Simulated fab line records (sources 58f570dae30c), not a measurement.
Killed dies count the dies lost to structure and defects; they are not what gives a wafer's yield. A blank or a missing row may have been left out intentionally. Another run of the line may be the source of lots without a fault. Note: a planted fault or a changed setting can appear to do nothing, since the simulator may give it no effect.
Tool commonality check | flow berkeley-cmos170 | 14 lots and 42 wafers in the sample

== WHAT PROMPTED THE OPENING ==
At UCB170_PLDD_TW_MEAS_11 the reading PLDD_TW is flagged on 2 of 14 lots. No-fault wafers: 1017, standard deviation 8.6.
Rule: a lot is flagged when every wafer of it that has a number lies more than 4 standard deviations from that mean, or none has a number. All remaining lots are regarded as sound.

lot  | measured     | on            | PLDD_TW, wafer by wafer | flag
L671 | day 6 00:17  | film-metro-01 | 1011 1017 1015          |
L673 | day 6 20:20  | film-metro-01 | 1019 1021 1012          |
L675 | day 7 06:44  | film-metro-04 | 1007 1009 1010          |
L676 | day 7 07:01  | film-metro-03 | 1025 1028 1033          |
L674 | day 7 07:19  | film-metro-04 | 1006 1009 1011          |
L677 | day 7 07:51  | film-metro-04 | 1005 1008 1008          |
L683 | day 7 18:16  | film-metro-01 | 1024 1020 1021          |
L679 | day 7 19:43  | film-metro-04 | 1004 1002 1006          |
L678 | day 7 19:52  | film-metro-03 | 1028 1028 1030          |
L682 | day 8 12:35  | film-metro-03 | 946 951 952             | FLAGGED
L685 | day 9 13:05  | film-metro-04 | 943 941 937             | FLAGGED
L690 | day 10 01:56 | film-metro-03 | 1024 1030 1033          |
L693 | day 10 12:02 | film-metro-03 | 1028 1026 1031          |
L694 | day 10 12:17 | film-metro-04 | 1007 1010 1010          |
Average over the flagged lots: 945; offset from the usual -72, equal to -8 standard deviations.

== WHICH TOOL EACH LOT WENT THROUGH ==
The record keeps 1 process step preceding the reading, out of 331 steps on the route. Each cell gives the tool, then ch followed by the chambers the sampled wafers passed through, then the start.
lot  | flag    | UCB170_PLDD_IMPLANT_08
L671 |         | implanter-03 ch 0, day 5 23:53
L673 |         | implanter-03 ch 0, day 6 19:57
L675 |         | implanter-01 ch 0, day 7 06:20
L676 |         | implanter-04 ch 0, day 7 06:37
L674 |         | implanter-03 ch 0, day 7 06:56
L677 |         | implanter-01 ch 0, day 7 07:27
L683 |         | implanter-04 ch 0, day 7 17:52
L679 |         | implanter-04 ch 0, day 7 19:19
L678 |         | implanter-03 ch 0, day 7 19:28
L682 | FLAGGED | implanter-04 ch 0, day 8 12:11
L685 | FLAGGED | implanter-04 ch 0, day 9 12:41
L690 |         | implanter-01 ch 0, day 10 01:32
L693 |         | implanter-03 ch 0, day 10 11:38
L694 |         | implanter-01 ch 0, day 10 11:55
What these steps do:
- UCB170_PLDD_IMPLANT_08
- UCB170_PLDD_TW_MEAS_11

== FLAGGED OVER TOTAL, TOOL BY TOOL (the gauges that took the reading come last) ==
step                   | tool          | lots run | flagged | share of the flagged lots | sound lots run after its first flagged lot
UCB170_PLDD_IMPLANT_08 | implanter-01  | 4        | 0       | none                      | -
UCB170_PLDD_IMPLANT_08 | implanter-03  | 5        | 0       | none                      | -
UCB170_PLDD_IMPLANT_08 | implanter-04  | 5        | 2       | all                       | 0
UCB170_PLDD_TW_MEAS_11 | film-metro-01 | 3        | 0       | none                      | -
UCB170_PLDD_TW_MEAS_11 | film-metro-03 | 5        | 1       | some                      | 2 (L690,L693)
UCB170_PLDD_TW_MEAS_11 | film-metro-04 | 6        | 1       | some                      | 1 (L694)

== WHAT THE TABLE PERMITS ==
Rows of the table that ran each flagged lot: 1, that is implanter-04 at UCB170_PLDD_IMPLANT_08.
- implanter-04 at UCB170_PLDD_IMPLANT_08 ran 5 lots, 2 of them flagged. Last sound lot L679 at day 7 19:19, first flagged lot L682 at day 8 12:11; a fault beginning in between fits. Its own readings (dose-ions-cm2, faraday-current-uA) fall more than 4 standard deviations out on all wafers of the flagged lots.
implanter-04 at UCB170_PLDD_IMPLANT_08 is the single tool remaining.

== WHAT WAS PUT IN BY THE SIMULATOR ==
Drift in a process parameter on implanter-04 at UCB170_PLDD_IMPLANT_08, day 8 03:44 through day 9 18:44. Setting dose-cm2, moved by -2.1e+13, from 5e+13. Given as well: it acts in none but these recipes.
Shown lots that were struck: L682, L685. The rule above reached the same finding.
